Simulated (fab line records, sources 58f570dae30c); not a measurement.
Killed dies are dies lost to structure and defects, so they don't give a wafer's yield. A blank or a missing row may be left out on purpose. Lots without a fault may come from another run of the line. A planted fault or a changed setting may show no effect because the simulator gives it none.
Split-lot experiment | flow berkeley_cmos170 | 5 lots, 23 wafers read, on a route of 331 steps

THE SPLIT
At UCB170_SILICIDE_SPUTTER_01 (material Ti, target thk 30 nm, time 25 s), the setting power_w was moved away from the recipe's 1500 W on 6 of the 23 wafers read, by +5.8% to +7.1%. The other wafers ran this setting at the recipe's value.

FROM THE SPLIT TO THE READING: what the file shows between them, 1 step
- UCB170_SILICIDE_RS_MEAS_02: measures by four-point-probe

THE READING
SILICIDE_TI_THK, in nm, at UCB170_SILICIDE_THK_MEAS_03 (measures by xrf). Fault-free wafers of this fab line usually give 30.1 nm, standard deviation 0.31 nm.

wafer  | tool, chamber at the split | power_w as run, W | against the recipe | SILICIDE_TI_THK, nm | against lot-mates on the recipe
L075.1 | pvd_sputter-01, -          | 1587              | +5.8%              | 32.2                | +1.9
L075.2 | pvd_sputter-01, -          | 1500              | recipe             | 30.3                | -
L075.3 | pvd_sputter-01, -          | 1587              | +5.8%              | 32.1                | +1.8
L075.5 | pvd_sputter-01, -          | 1500              | recipe             | 30.4                | -
L075.6 | pvd_sputter-01, -          | 1587              | +5.8%              | 32.1                | +1.8
L081.2 | pvd_sputter-02, -          | 1500              | recipe             | 29.8                | -
L081.3 | pvd_sputter-02, -          | 1500              | recipe             | 30.0                | -
L081.4 | pvd_sputter-02, -          | 1500              | recipe             | 29.8                | -
L081.5 | pvd_sputter-02, -          | 1500              | recipe             | 29.8                | -
L081.6 | pvd_sputter-02, -          | 1500              | recipe             | 29.8                | -
L084.1 | pvd_sputter-03, -          | 1500              | recipe             | 30.0                | -
L084.3 | pvd_sputter-03, -          | 1500              | recipe             | 30.3                | -
L084.4 | pvd_sputter-03, -          | 1500              | recipe             | 30.1                | -
L084.5 | pvd_sputter-03, -          | 1500              | recipe             | 30.3                | -
L084.6 | pvd_sputter-03, -          | 1500              | recipe             | 30.3                | -
L083.4 | pvd_sputter-01, -          | 1500              | recipe             | 30.5                | -
L083.5 | pvd_sputter-01, -          | 1500              | recipe             | 30.3                | -
L083.6 | pvd_sputter-01, -          | 1500              | recipe             | 30.2                | -
L085.1 | pvd_sputter-02, -          | 1500              | recipe             | 29.4                | -
L085.2 | pvd_sputter-02, -          | 1607              | +7.1%              | 31.8                | +2.3
L085.3 | pvd_sputter-02, -          | 1607              | +7.1%              | 31.9                | +2.4
L085.5 | pvd_sputter-02, -          | 1500              | recipe             | 29.7                | -
L085.6 | pvd_sputter-02, -          | 1607              | +7.1%              | 31.7                | +2.2

THE FIT
A straight line over all 23 wafers: SILICIDE_TI_THK changes by +0.287 nm for each +1% of power_w; r = +0.93; the points scatter about the line by 0.33 nm.
The same after taking each lot's own level away (the mean of its wafers on the recipe; 23 wafers): +0.312 nm for each +1%; r = +0.99; scatter 0.11 nm.
On that fit, the largest move of power_w shifts the reading by 2.2 nm.
The lots' own levels span 29.55 to 30.35 nm, that is 2.6 times the standard deviation above.
So the lot-to-lot level changes the slope little: the two slopes agree.
Check: with one of the wafers moved furthest among these (+7.1%) left out of the fit, the line predicts +2.22 nm for it against its lot-mates. It came out at +2.25 nm against them.

OTHER SPLITS ON THESE WAFERS
These wafers also went through other splits before the reading. Each is held against what the fit with the lots' levels taken away leaves over:
other split on the same wafers    | wafers away from the commonest value | r with SILICIDE_TI_THK (lot level and that fit taken away)
UCB170_NVT_IMPLANT_07 energy_kev  | 11                                   | +0.39
UCB170_GATE_CVD_04 pressure_mtorr | 10                                   | -0.08
UCB170_GATE_ETCH_14 bias_w        | 8                                    | -0.06
UCB170_NLDD_COAT_01 resist_thk_nm | 8                                    | -0.05
UCB170_NLDD_IMPLANT_09 dose_cm2   | 6                                    | +0.03
UCB170_NSD_IMPLANT_08 dose_cm2    | 9                                    | -0.04

THE WHOLE CHAIN: every reading that the file lists as answering this split, in the file's order
step                        | what it does                             | reading                                                                           | change (the file's fit)               | r (the file's)
UCB170_SILICIDE_SPUTTER_01  | material Ti, target thk 30 nm, time 25 s | Ti_of_SILICIDE_SPUTTER_01.thk_nm (the simulator's own value, which no gauge read) | +0.313 nm for each +1% of the setting | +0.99
UCB170_SILICIDE_RS_MEAS_02  | measures by four-point-probe             | SILICIDE_TI_RS                                                                    | -0.301 for each +1% of the setting    | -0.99
UCB170_SILICIDE_THK_MEAS_03 | measures by xrf                          | SILICIDE_TI_THK                                                                   | +0.312 for each +1% of the setting    | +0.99

THE FILE'S OWN FIT
SILICIDE_TI_THK changes by +0.312 nm for each +1% of power_w, r = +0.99.
